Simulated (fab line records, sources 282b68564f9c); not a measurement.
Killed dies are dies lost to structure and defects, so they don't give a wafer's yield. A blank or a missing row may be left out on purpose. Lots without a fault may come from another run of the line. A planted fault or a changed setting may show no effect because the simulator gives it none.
A struck lot beside a sound one | flow rit_cmos | 33 steps out of a route of 202
Sound: wafers L629.2, L629.3, L629.6. Struck: wafers L630.1, L630.2, L630.5. The cause comes at the end.
At each step with rows: each side's tool, then ch and its chambers, then its first start. Under that, the readings that differ: sound wafers | struck wafers | difference of the means | sigmas: that difference in standard deviations of wafers without a fault.
alike: readings whose means differ by less than 2 such deviations, and words and numbers that are the same on both sides. not compared: withheld readings, readings that some wafer has no value for, bounds like >300 that may hide the same value, and numbers for which the record gives no deviation and whose values overlap.
The two part at a step that has a row with sigmas, a row that says differs or no value, or rows on one side only. Numbers that don't overlap but have no deviation are shown without sigmas and don't part them. A reading that every wafer of one side lacks parts them only if that side has two wafers or more.

first, 1 step without rows for these wafers: RIT_GATE_HARDBAKE_18 (time 60 s).
RIT_GATE_ETCH_19: etches poly-Si in SF6/CHF3/O2, stops on SiO2, time 165 s, target depth 312.5 nm.
  sound on rie_si-02 ch 1,3, day 3 07:40; struck on rie_si-01 ch 0,1,3, day 3 13:34
  alike: drypump_motor_current_A, oes_product_au, throttle_valve_pct
  not compared: rf_hours_counter_h
RIT_GATE_STRIP_20: strips in O2, time 180 s.
  sound on plasma_asher-04 ch 0,1, day 3 07:47; struck on plasma_asher-04 ch 0,1, day 3 13:41
  alike: drypump_motor_current_A
  not compared: rf_hours_counter_h
RIT_GATE_CD_MEAS_90: target cd 150 nm.
  sound on cd_sem-01, day 3 07:58; struck on cd_sem-02, day 3 13:51
  alike: cd_nm
then, 4 steps without rows for these wafers: RIT_REOX_CLEAN_00 (cleans in SC1, time 600 s); RIT_REOX_CLEAN_01 (cleans in dHF, time 30 s); RIT_REOX_CLEAN_02 (cleans in SC2, time 600 s); RIT_REOX_OXIDATION_03 (target thk 25.2 nm, ox time 5580 s).
RIT_REOX_THK_MEAS_04:
  sound on film_metro-03, day 3 13:14; struck on film_metro-01, day 3 17:58
  alike: REOX_OXIDE_THK
then, 3 steps without rows for these wafers: RIT_NLDD_HMDS_00 (prime time 60 s); RIT_NLDD_COAT_01 (resist thk 1000 nm); RIT_NLDD_SOFTBAKE_02 (time 60 s).
RIT_NLDD_EXPOSE_03: exposes mask M7, target cd 40700 nm.
  sound on iline_stepper-01 ch 0, day 3 13:45; struck on iline_stepper-01 ch 0, day 3 18:28
  reading | sound          | struck         | difference | sigmas
  mask    | M7#0 M7#0 M7#0 | M8#0 M8#0 M8#0 | differs    |
then, 2 steps without rows for these wafers: RIT_NLDD_PEB_04; RIT_NLDD_DEVELOP_05 (develop time 50 s).
RIT_NLDD_OVL_MEAS_06:
  sound on overlay-02, day 3 14:08; struck on overlay-01, day 3 18:52
  reading       | sound         | struck | difference                    | sigmas
  NLDD_OVL (nm) | 0.9 -0.6 -0.7 | - - -  | no value on the struck wafers |
then, 2 steps without rows for these wafers: RIT_NLDD_HARDBAKE_07 (time 60 s); RIT_NLDD_IMPLANT_08.
RIT_NLDD_STRIP_09: strips in O2, time 180 s.
  sound on plasma_asher-01 ch 0, day 3 14:28; struck on plasma_asher-03 ch 0,1, day 3 19:12
  alike: drypump_motor_current_A
  not compared: rf_hours_counter_h
RIT_NLDD_TW_MEAS_10:
  sound on film_metro-02, day 3 14:40; struck on film_metro-02, day 3 19:23
  reading | sound          | struck   | difference | sigmas
  NLDD_TW | 2460 2472 2461 | 30 30 30 | -2434      | -87
then, 6 steps without rows for these wafers: RIT_PLDD_HMDS_00 (prime time 60 s); RIT_PLDD_COAT_01 (resist thk 1000 nm); RIT_PLDD_SOFTBAKE_02 (time 60 s); RIT_PLDD_EXPOSE_03 (exposes mask M8, target cd 40900 nm); RIT_PLDD_PEB_04; RIT_PLDD_DEVELOP_05 (develop time 50 s).
RIT_PLDD_OVL_MEAS_06:
  sound on overlay-02, day 3 15:41; struck on overlay-01, day 3 20:17
  alike: PLDD_OVL
then, 2 steps without rows for these wafers: RIT_PLDD_HARDBAKE_07 (time 60 s); RIT_PLDD_IMPLANT_08.
RIT_PLDD_STRIP_09: strips in O2, time 180 s.
  sound on plasma_asher-04 ch 1, day 3 16:01; struck on plasma_asher-01 ch 0,1, day 3 20:37
  reading                     | sound          | struck         | difference | sigmas
  drypump_motor_current_A (A) | 6.16 6.15 6.17 | 5.78 5.80 5.80 | -0.37      | -2
  not compared: rf_hours_counter_h
RIT_PLDD_TW_MEAS_10:
  sound on film_metro-04, day 3 16:12; struck on film_metro-02, day 3 20:48
  reading | sound          | struck         | difference | sigmas
  PLDD_TW | 2360 2357 2362 | 2838 2849 2844 | +484       | +17
then, 1 step without rows for these wafers: RIT_SPACER_CLEAN_00 (cleans in SC1, time 600 s).
RIT_M1_PROBE_99:
  sound on prober-01, day 4 05:48; struck on prober-02, day 4 10:22
  reading             | sound  | struck      | difference | sigmas
  killed_at_front_end | 2 11 7 | 264 264 264 | +257       | +83
  killed_dies         | 2 11 7 | 264 264 264 | +257       | +83
  killed_on_rim       | 1 4 0  | 70 70 70    | +68        | +49
  alike: killed_at_contacts, killed_open, killed_short

WHERE THEY PART
First at RIT_NLDD_EXPOSE_03; last, within this record, at RIT_M1_PROBE_99.

WHY: what the simulator had put in
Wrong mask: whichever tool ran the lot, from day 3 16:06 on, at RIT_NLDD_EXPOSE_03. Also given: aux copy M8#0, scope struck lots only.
